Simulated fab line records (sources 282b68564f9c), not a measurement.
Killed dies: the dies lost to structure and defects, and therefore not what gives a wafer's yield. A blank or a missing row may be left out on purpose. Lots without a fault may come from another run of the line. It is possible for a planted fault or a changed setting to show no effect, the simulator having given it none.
fab line records ; flow rit_cmos
record lots=15; wafers=45; last_day=7
route steps=202 shown FOX1@20 M1@202
lots that met no fault: from a run of the same line without faults
start_h: hours from the record's first day to the start of the lot's first wafer shown ; wait_h: how many hours have passed since the lot's step before this one ; " the same as in the row above ; L1.1+2: several wafers, shown together as one row ; - either no value or no given start ; * or withheld: withheld ; < > ~ a bound
route shown NAME@n: NAME is a module with steps in the file, n the number in the route of the first one ; usual: average and standard deviation across the fault-free wafers ; same: alike in all rows ; chamber/n: place in a boat ; sites: per-site readings ; _std_site: standard deviation of those values ; _edge_site: outer sites' mean less inner sites' ; radius_mm: how far each site lies from the wafer's centre ; mask NAME#n: copy n ; behind: the most recent tool/chamber to have shaped the wafer ; hold: reason for holding the lot/hours on hold/outcome of the hold ; device: the transistor (n, p or np) that didn't switch ; end of line: tests run on the same wafers once the route is complete ; where a step has no rows: the recipe by itself ; killed: at the first sort, the dies lost to defects and structure; wafer yield is something else ; map: dies across one wafer; x = killed, . = not, _ = none there
set.NAME: setting as actually run; set.NAME@STEP: the setting as run at that earlier step ; model.NAME: the simulator's own value behind a step, which no gauge read
a sample of lots followed through the steps of the route, with each step as a table and each wafer as a row
services: from which hour (start_h, from the record's first day; less than 0 if before it) a tool's chamber was out of use, for how many hours, and why
## steps
# step RIT_FOX1_OXIDATION_00
# recipe temp_c=1100; ambient=H2O; target_thk_a=3507; p_h2o_torr=720; ox_time_s=1130
# usual ox_temp_c_max=1103.8/1.4
lot.wafer;tool;chamber;start_h;wait_h;ox_temp_c_max
L801.3;furnace-01;0;18.62;2.1;1105.0
L801.5;furnace-01;0;18.62;2.1;1103.6
L801.6;furnace-01;0;18.62;2.1;1105.3
L802.1;furnace-01;0;25.02;4.5;1104.3
L802.2;furnace-01;0;25.02;4.5;1104.8
L802.4;furnace-01;0;25.02;4.5;1104.3
L803.2;furnace-01;0;30.07;0.1;1104.8
L803.3;furnace-01;0;30.07;0.1;1103.6
L803.6;furnace-01;0;30.07;0.1;1104.9
L804.2;furnace-04;0;33.87;1.8;1102.6
L804.3;furnace-04;0;33.87;1.8;1102.4
L804.5;furnace-04;0;33.87;1.8;1103.6
L805.1;furnace-04;0;38.19;2.0;1102.0
L805.3;furnace-04;0;38.19;2.0;1102.8
L805.6;furnace-04;0;38.19;2.0;1102.4
L806.3;furnace-01;0;41.92;0.2;1105.5
L806.4;furnace-01;0;41.92;0.2;1103.8
L806.5;furnace-01;0;41.92;0.2;1104.6
L808.1;furnace-01;0;52.80;1.1;1104.4
L808.4;furnace-01;0;52.80;1.1;1102.9
L808.6;furnace-01;0;52.80;1.1;1105.6
L809.2;furnace-01;0;57.53;1.7;1104.6
L809.4;furnace-01;0;57.53;1.7;1103.4
L809.5;furnace-01;0;57.53;1.7;1105.0
L810.1;furnace-04;0;63.13;0.1;1103.1
L810.3;furnace-04;0;63.13;0.1;1103.3
L810.6;furnace-04;0;63.13;0.1;1102.3
L811.3;furnace-04;0;68.56;3.0;1103.4
L811.5;furnace-04;0;68.56;3.0;1103.2
L811.6;furnace-04;0;68.56;3.0;1102.3
L813.2;furnace-01;0;80.53;1.7;1105.1
L813.5;furnace-01;0;80.53;1.7;1105.6
L813.6;furnace-01;0;80.53;1.7;1104.5
L814.1;furnace-04;0;82.67;0.8;1102.8
L814.4;furnace-04;0;82.67;0.8;1102.7
L814.5;furnace-04;0;82.67;0.8;1103.2
L816.2;furnace-03;0;93.13;2.0;1107.6
L816.4;furnace-03;0;93.13;2.0;1104.5
L816.6;furnace-03;0;93.13;2.0;1104.5
L818.2;furnace-01;0;103.21;0.0;1104.8
L818.3;furnace-01;0;103.21;0.0;1104.2
L818.6;furnace-01;0;103.21;0.0;1103.7
L824.3;furnace-01;0;133.58;2.8;1104.5
L824.5;furnace-01;0;133.58;2.8;1103.7
L824.6;furnace-01;0;133.58;2.8;1104.1
# step RIT_FOX1_THK_MEAS_01
# recipe reads=SiO2_of_FOX1_OXIDATION_00
# usual FOX1_OXIDE_THK=349/7.6
lot.wafer;tool;chamber;start_h;wait_h;FOX1_OXIDE_THK[nm]
L801.3;film_metro-02;-;19.95;0.0;363
L801.5;film_metro-02;-;19.95;0.0;371
L801.6;film_metro-02;-;19.95;0.0;369
L802.1;film_metro-02;-;26.33;0.0;351
L802.2;film_metro-02;-;26.33;0.0;354
L802.4;film_metro-02;-;26.33;0.0;352
L803.2;film_metro-01;-;31.40;0.0;337
L803.3;film_metro-01;-;31.40;0.0;342
L803.6;film_metro-01;-;31.40;0.0;343
L804.2;film_metro-02;-;35.19;0.0;343
L804.3;film_metro-02;-;35.19;0.0;353
L804.5;film_metro-02;-;35.19;0.0;354
L805.1;film_metro-04;-;39.51;0.0;355
L805.3;film_metro-04;-;39.51;0.0;352
L805.6;film_metro-04;-;39.51;0.0;355
L806.3;film_metro-04;-;43.25;0.0;349
L806.4;film_metro-04;-;43.25;0.0;347
L806.5;film_metro-04;-;43.25;0.0;354
L808.1;film_metro-02;-;54.11;0.0;340
L808.4;film_metro-02;-;54.11;0.0;337
L808.6;film_metro-02;-;54.11;0.0;346
L809.2;film_metro-04;-;58.86;0.0;344
L809.4;film_metro-04;-;58.86;0.0;338
L809.5;film_metro-04;-;58.86;0.0;347
L810.1;film_metro-04;-;64.44;0.0;307
L810.3;film_metro-04;-;64.44;0.0;310
L810.6;film_metro-04;-;64.44;0.0;307
L811.3;film_metro-04;-;69.89;0.0;309
L811.5;film_metro-04;-;69.89;0.0;308
L811.6;film_metro-04;-;69.89;0.0;311
L813.2;film_metro-02;-;81.85;0.0;338
L813.5;film_metro-02;-;81.85;0.0;339
L813.6;film_metro-02;-;81.85;0.0;342
L814.1;film_metro-04;-;83.98;0.0;310
L814.4;film_metro-04;-;83.98;0.0;302
L814.5;film_metro-04;-;83.98;0.0;308
L816.2;film_metro-01;-;94.45;0.0;344
L816.4;film_metro-01;-;94.45;0.0;344
L816.6;film_metro-01;-;94.45;0.0;352
L818.2;film_metro-01;-;104.54;0.0;364
L818.3;film_metro-01;-;104.54;0.0;362
L818.6;film_metro-01;-;104.54;0.0;364
L824.3;film_metro-04;-;134.91;0.0;337
L824.5;film_metro-04;-;134.91;0.0;340
L824.6;film_metro-04;-;134.91;0.0;336
# step RIT_M1_PROBE_99
# usual killed_at_contacts=0.1/0.25; killed_at_front_end=6.8/2.9; killed_dies=6.9/2.9; killed_on_rim=1.7/1.3; killed_open=3.3/1.9; killed_short=3.6/1.9
# same gross_dies=264; killed_at_M0_to_M3=0; killed_at_M4_up=0; killed_at_back_side=0; killed_at_other=0
lot.wafer;tool;chamber;start_h;wait_h;killed_at_contacts;killed_at_front_end;killed_dies;killed_on_rim;killed_open;killed_short
L813.2;prober-01;-;127.13;0.1;0;12;12;2;5;7
L813.5;prober-01;-;127.28;0.2;0;10;10;2;6;4
L813.6;prober-01;-;127.33;0.2;0;12;12;1;5;7
L814.1;prober-02;-;128.58;0.1;0;14;14;5;11;3
L814.4;prober-02;-;128.73;0.2;0;8;8;3;4;4
L814.5;prober-02;-;128.78;0.2;0;6;6;1;6;0
# killed by level:class
L813.2 SPACER:geometric_particle:short=6 GATE:geometric_particle:open=2 SPACER:geometric_particle:open=2 GATE:geometric_particle:short=1 SILICIDE:geometric_particle:open=1
L813.5 REOX:geometric_particle:open=2 FOX1:geometric_particle:short=1 FOX1:geometric_particle:open=1 GATE:geometric_particle:open=1 GATE:geometric_particle:short=1 SPACER:geometric_particle:short=1 SPACER:geometric_particle:open=1 SILICIDE:geometric_particle:short=1
L813.6 SPACER:geometric_particle:open=3 SILICIDE:geometric_particle:short=3 GATE:geometric_particle:short=2 SPACER:geometric_particle:short=2 FOX1:geometric_particle:open=1 REOX:geometric_particle:open=1
L814.1 GATE:geometric_particle:open=6 SPACER:geometric_particle:open=3 GATE:geometric_particle:short=2 FOX1:geometric_particle:short=1 FOX1:geometric_particle:open=1 FOX2:geometric_particle:open=1
L814.4 GATE:geometric_particle:open=3 GATE:geometric_particle:short=3 FOX1:geometric_particle:short=1 SILICIDE:geometric_particle:open=1
L814.5 FOX1:geometric_particle:open=3 FOX2:geometric_particle:open=1 GATE:geometric_particle:open=1 SPACER:geometric_particle:open=1
## services
tool;chamber;start_h;hours;kind
furnace-03;-;0.19;8.4;repair
furnace-03;-;19.44;3.4;pm
furnace-01;-;65.98;2.4;pm
## key
first_sign step=RIT_FOX1_THK_MEAS_01; reading=FOX1_OXIDE_THK; direction=down; sigmas=5.4; usual=349; struck=308
effect none on later readings
met_at RIT_FOX1_OXIDATION_00
struck_lots L810,L811,L814
tester_left_out L810,L811,L814
onset_between 38.19 63.13
fault kind=process_parameter_drift; tool=furnace-04; chamber=-; onset_h=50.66; steps=RIT_FOX1_OXIDATION_00; channel=ox_time_s; offset=*; shape=step; end_h=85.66; acts_in=*; stated=*
# tester_left_out: of these lots the tester's yield and bins aren't shown, on N5 and GAA mostly nor the transistor test; their killed dies are dies lost to structure and defects alone, not to doping, threshold or leakage, so they don't give the yield
